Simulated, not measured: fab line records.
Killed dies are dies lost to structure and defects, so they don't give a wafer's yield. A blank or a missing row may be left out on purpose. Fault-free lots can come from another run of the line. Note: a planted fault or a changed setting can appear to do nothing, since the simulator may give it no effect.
Which of the tools did it?	flow rit cmos	Sampling: 14 lots, 42 wafers, 2 of 202 route steps

## WHAT THE GAUGES READ, wafer by wafer
The record lacks any reading of a measuring or inspecting step that a usual standard deviation could be used to judge.

## EACH LOT AND THE TOOL THAT RAN IT (in order: tool; ch and the chambers of the sampled wafers; start)
lot	RIT_PLDD_COAT_01	RIT_M1_PROBE_99
L328	litho track-04 ch 0, day 3 09:16	-
L330	litho track-03 ch 0, day 3 15:55	-
L332	litho track-03 ch 0, day 4 01:50	prober-01, day 4 16:46
L333	litho track-01 ch 0, day 4 07:09	prober-02, day 4 22:23
L334	litho track-03 ch 0, day 4 13:43	-
L337	litho track-03 ch 0, day 5 02:59	-
L338	litho track-03 ch 0, day 5 08:38	-
L340	litho track-04 ch 0, day 5 15:58	prober-01, day 6 07:10
L341	litho track-04 ch 0, day 5 22:27	-
L342	litho track-01 ch 0, day 6 01:00	-
L343	litho track-04 ch 0, day 6 02:34	-
L345	litho track-04 ch 0, day 6 18:40	-
L346	litho track-01 ch 0, day 6 22:40	-
L350	litho track-03 ch 0, day 7 13:59	-
- RIT_PLDD_COAT_01: resist thk 1000 nm.
- RIT_M1_PROBE_99

## WHAT THE TOOLS THEMSELVES READ (means of the sampled wafers that have a number; where no wafer has one, the mark that the record gives instead)
RIT_PLDD_COAT_01. Usual: spin speed rpm at 3250.6 rpm, with a standard deviation of 2.1.
lot	tool	spin speed rpm (rpm)	flag
L328	litho track-04	3251.6	
L330	litho track-03	3251.7	
L332	litho track-03	3249.0	
L333	litho track-01	3250.9	
L334	litho track-03	3249.7	
L337	litho track-03	3251.4	
L338	litho track-03	3251.6	
L340	litho track-04	3250.0	
L341	litho track-04	3249.1	
L342	litho track-01	3248.4	
L343	litho track-04	3537.4	OFF
L345	litho track-04	3533.9	OFF
L346	litho track-01	3252.6	
L350	litho track-03	3250.4	

RIT_M1_PROBE_99. Usual: killed at contacts 0.1, standard deviation 0.31; killed at front end 7, standard deviation 3; killed dies 7, standard deviation 3; killed open 3.2, standard deviation 1.9; killed short 3.6, standard deviation 2.2.
lot	tool	killed at contacts	killed at front end	killed dies	killed open	killed short	flag
L332	prober-01	0.0	8	8	5.3	2.3	
L333	prober-02	0.0	11	11	6.0	4.7	
L340	prober-01	0.3	7	7	4.3	2.7	

## THE ANSWER, worked out from the rows above alone
Rule: take the mean of a lot's wafers that have a number; if it is more than 3 standard deviations from the usual mean, the lot is off. A lot without any number at a reading at which 4 lots or more have one is off too. All remaining lots with rows at the step are treated as sound. First the gauges in route order, then the tools' own readings, where a lot's mean is used as printed above. At the first step where some lot is off, the reading lying furthest off is the one used; lots without a number count as furthest.
Off at RIT_PLDD_COAT_01 (spin speed rpm): L343, L345.
If a tool, at that step or one of the process steps before it, ran each lot that is off and ran no sound lot following the first of them, it fits. One fits: litho track-04 at RIT_PLDD_COAT_01. Its last sound lot is L341 (day 5 22:27), its first lot that is off L343 (day 6 02:34): a fault that began between those two fits.
On the lots that are off, the tool's own readings at RIT_PLDD_COAT_01 differ by more than 5 times the standard deviation of the sound lots' means, which bears it out; spin speed rpm reads 3535.7 rpm there versus 3250.5 rpm on the sound lots.

## WHAT WAS PUT IN BY THE SIMULATOR
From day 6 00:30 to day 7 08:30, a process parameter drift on litho track-04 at RIT_PLDD_COAT_01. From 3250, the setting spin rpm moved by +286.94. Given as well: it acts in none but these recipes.
Lots struck among those shown: L343, L345. The rule above found the same.
